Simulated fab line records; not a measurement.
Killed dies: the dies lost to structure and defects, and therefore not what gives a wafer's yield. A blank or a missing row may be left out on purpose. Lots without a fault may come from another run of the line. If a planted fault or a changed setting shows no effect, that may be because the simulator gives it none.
8D (eight disciplines) problem report, filled in by code ; flow rit cmos ; the parts of the form that need people (team, actions taken, sign-off) are left out

## 1. WHAT WENT WRONG
run length s at RIT_SPACER_ETCHBACK_05 reads a mean of 318.4 s on 2 wafers of 2 lots; wafers without a fault read 268.1 s with a standard deviation of 0.57. That is +88 standard deviations from the usual mean.
The step: etches Si3N4 in SF6/CHF3, stops on SiO2, target depth 250 nm, time 240 s.
The first sign was on wafer L401.5 at day 5 09:10, on rie diel-01. The record has a number at this step for 42 wafers belonging to 14 lots. By rule, "out" or "out of limits" means more than 4 standard deviations away from the usual mean. All remaining wafers that have a number are taken as sound.

## 2. WHAT IT IS, AND WHAT IT ISN'T
question;is;is not
which readings at this step;run length s, oes product au;CHF3_flow_sccm, drypump motor current A, throttle valve pct
which lots;L401, L403;L389, L390, L391, L392, L393, L394, L395, L396, L400, L409, L410, L411
which wafers of those lots;L401.5, L403.3;L401.2, L401.4, L403.1, L403.2
read on which tools;rie diel-01;rie diel-03, rie diel-04
when;from day 5 09:10;"up to then (29 sound wafers); but 11 sound wafers of L403, L409, L410, L411 came after"

## 3. SUSPECTS, AND WHAT RULES EACH OUT
Counting: if a tool at a process step up to the reading ran every lot that is out, it stays a suspect. Sound lots after the first of them don't rule it out here, since some wafers of a struck lot are sound.
- rie diel-01 at RIT_SPACER_ETCHBACK_05 (etches Si3N4 in SF6/CHF3, stops on SiO2, target depth 250 nm, time 240 s): kept. Every lot that is out went through it, the first being L401 (day 5 09:10); the last sound lot it ran before that was L395 (day 4 05:12). Its own oes product au, run length s readings are out on those wafers.
- At RIT_SPACER_ETCHBACK_05, inside rie diel-01: chamber 1 took the wafers that are out, while their sound lot-mates went through chambers 2, 3.
Remaining after the count: rie diel-01 at RIT_SPACER_ETCHBACK_05.

## 4. THE CAUSE (what the simulator had put in)
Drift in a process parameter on rie diel-01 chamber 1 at RIT_SPACER_ETCHBACK_05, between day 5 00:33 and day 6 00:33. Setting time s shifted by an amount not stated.
This tool alone remained once counting was done.

## 5. SEQUENCE OF EFFECTS, ordered by route
Each row: a reading whose mean over the struck wafers that have a number lies more than 3 standard deviations from the usual. Only readings whose record carries a usual standard deviation are examined. hours: median over the lots of the time between each lot's start at the first step of this table that gives one and its start at this step. sigmas: the change, counted in usual standard deviations.
hours;step;reading;usual;on struck wafers;change;sigmas
0;RIT_SPACER_ETCHBACK_05;oes product au;0.844 a.u.;0.748;-0.096;-6.0
0;RIT_SPACER_ETCHBACK_05;run length s;268.1 s;318.4;+50.2;+88
The process steps in it:
- RIT_SPACER_ETCHBACK_05: etches Si3N4 in SF6/CHF3, stops on SiO2, target depth 250 nm, time 240 s.

## 6. WHAT WOULD HAVE CAUGHT IT SOONER
9 hours passed between the start of the fault at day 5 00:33 and the first reading out of limits in this record, taken at day 5 09:10.
